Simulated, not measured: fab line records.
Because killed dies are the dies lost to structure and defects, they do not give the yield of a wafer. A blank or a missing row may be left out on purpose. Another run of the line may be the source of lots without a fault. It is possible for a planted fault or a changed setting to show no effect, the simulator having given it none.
Which of the tools did it? -- flow berkeley cmos170 -- 14 lots, 42 wafers sampled, at 4 steps of a route of 331

== WHAT THE GAUGES READ, wafer by wafer ==
UCB170_CONTACT_OVL_MEAS_16.
lot,measured,on,CONTACT_OVL (nm)
L392,day 8 02:43,overlay-02,1 -2 -1
L397,day 9 09:38,overlay-01,-7 3 0
L394,day 9 08:56,overlay-02,-1 -5 -9
L395,day 9 08:32,overlay-01,6 -2 -4
L396,day 9 08:49,overlay-01,-7 -3 1
L398,day 9 09:10,overlay-01,-2 -1 0
L393,day 9 09:24,overlay-02,5 0 6
L399,day 9 16:48,overlay-01,8 9 6
L401,day 10 11:43,overlay-02,-3 2 1
L402,day 10 15:08,overlay-02,-1 -3 -9
L404,day 10 17:36,overlay-01,-7 -4 -4
L405,day 10 17:50,overlay-02,-9 4 -11
L407,day 11 11:08,overlay-02,4 4 -1
L414,day 13 06:50,overlay-02,-6 0 1

UCB170_M2_CD_MEAS_90: the cd target is 700 nm.
lot,measured,on,cd nm (nm)
L392,day 8 15:00,cd sem-01,707 706 703
L397,day 9 21:57,cd sem-02,699 699 700
L394,day 9 20:16,cd sem-02,702 701 701
L395,day 9 17:37,cd sem-02,698 698 698
L396,day 9 19:20,cd sem-02,707 704 704
L398,day 9 20:37,cd sem-02,700 701 700
L393,day 9 20:50,cd sem-02,699 697 697
L399,day 10 06:29,cd sem-02,702 696 705
L401,day 10 20:28,cd sem-02,701 698 698
L402,day 11 04:53,cd sem-02,706 706 699
L404,day 11 09:04,cd sem-01,701 697 700
L405,day 11 08:53,cd sem-02,704 705 703
L407,day 11 20:18,cd sem-01,703 704 703
L414,day 13 20:37,cd sem-01,703 699 700

UCB170_M3_BOW_MEAS_20.
lot,measured,on,M3_BOW (um)
L392,day 8 20:56,film metro-02,35 25 36
L397,day 10 06:55,film metro-03,39 34 45
L394,day 10 03:05,film metro-01,30 33 29
L395,day 10 00:25,film metro-01,34 42 33
L396,day 10 02:08,film metro-02,44 30 46
L398,day 10 03:20,film metro-03,43 39 31
L393,day 10 03:44,film metro-02,39 40 43
L399,day 10 12:42,film metro-01,37 36 26
L401,day 11 04:56,film metro-03,32 44 44
L402,day 11 10:42,film metro-02,38 46 24
L404,day 11 14:29,film metro-01,33 42 34
L405,day 11 14:52,film metro-03,34 31 40
L407,day 12 01:51,film metro-03,32 40 40
L414,day 14 03:52,film metro-02,28 43 27

== WHAT TOOL EACH LOT RAN ON (gives the tool, then ch and the chambers of the sampled wafers, and finally the start) ==
lot,UCB170_GATE_STRIP_16
L392,"plasma asher-02 ch 1, day 7 04:54"
L397,"plasma asher-03 ch 1, day 8 07:23"
L394,"plasma asher-02 ch 0,1, day 8 07:42"
L395,"plasma asher-04 ch 0,1, day 8 07:47"
L396,"plasma asher-03 ch 0,1, day 8 08:04"
L398,"plasma asher-02 ch 0,1, day 8 08:09"
L393,"plasma asher-04 ch 0,1, day 8 08:31"
L399,"plasma asher-03 ch 0,1, day 8 19:35"
L401,"plasma asher-03 ch 0,1, day 9 10:01"
L402,"plasma asher-02 ch 0,1, day 9 17:45"
L404,"plasma asher-04 ch 0,1, day 9 18:39"
L405,"plasma asher-03 ch 0,1, day 9 18:44"
L407,"plasma asher-03 ch 0,1, day 10 10:23"
L414,"plasma asher-02 ch 0,1, day 12 09:16"
- UCB170_GATE_STRIP_16: strips in O2.

== AS READ BY THE TOOLS THEMSELVES (means over the sampled wafers that have a number; for cases with no such wafer, the mark the record gives instead) ==
UCB170_GATE_STRIP_16.
lot,tool,drypump motor current A (A),oes product au (a.u.)
L392,plasma asher-02,4.9,0.729
L397,plasma asher-03,5.9,0.726
L394,plasma asher-02,5.4,0.722
L395,plasma asher-04,5.4,0.726
L396,plasma asher-03,5.6,0.726
L398,plasma asher-02,5.9,0.726
L393,plasma asher-04,5.5,0.719
L399,plasma asher-03,5.4,0.726
L401,plasma asher-03,5.3,0.726
L402,plasma asher-02,5.4,0.724
L404,plasma asher-04,5.4,0.729
L405,plasma asher-03,5.3,0.723
L407,plasma asher-03,5.6,0.720
L414,plasma asher-02,5.4,0.724

== THE ANSWER, worked out from the rows above alone ==
Rule: usual is defined by the lots themselves. The widest of any qualifying gaps counts: lots, ordered by their means at a reading, are off when they make up no more than a third of the lots, leave a main group of 4 or more, and stand apart from it by 3 or more times the standard deviation of that group's means. Not used: any main group whose means are identical at the precision the tables above print for the reading. Also off: a lot with no number at a reading for which 4 or more lots have one. Where the step has rows for the other lots, those lots are counted as sound. First the gauges in route order, then the tools' own readings, where a lot's mean is used as printed above. At the first step where some lot is off, the reading lying furthest off is the one used; lots without a number count as furthest.
Across all readings shown, no lot is off: no conclusion can be drawn from this.

== WHAT THE SIMULATOR HAD PUT IN ==
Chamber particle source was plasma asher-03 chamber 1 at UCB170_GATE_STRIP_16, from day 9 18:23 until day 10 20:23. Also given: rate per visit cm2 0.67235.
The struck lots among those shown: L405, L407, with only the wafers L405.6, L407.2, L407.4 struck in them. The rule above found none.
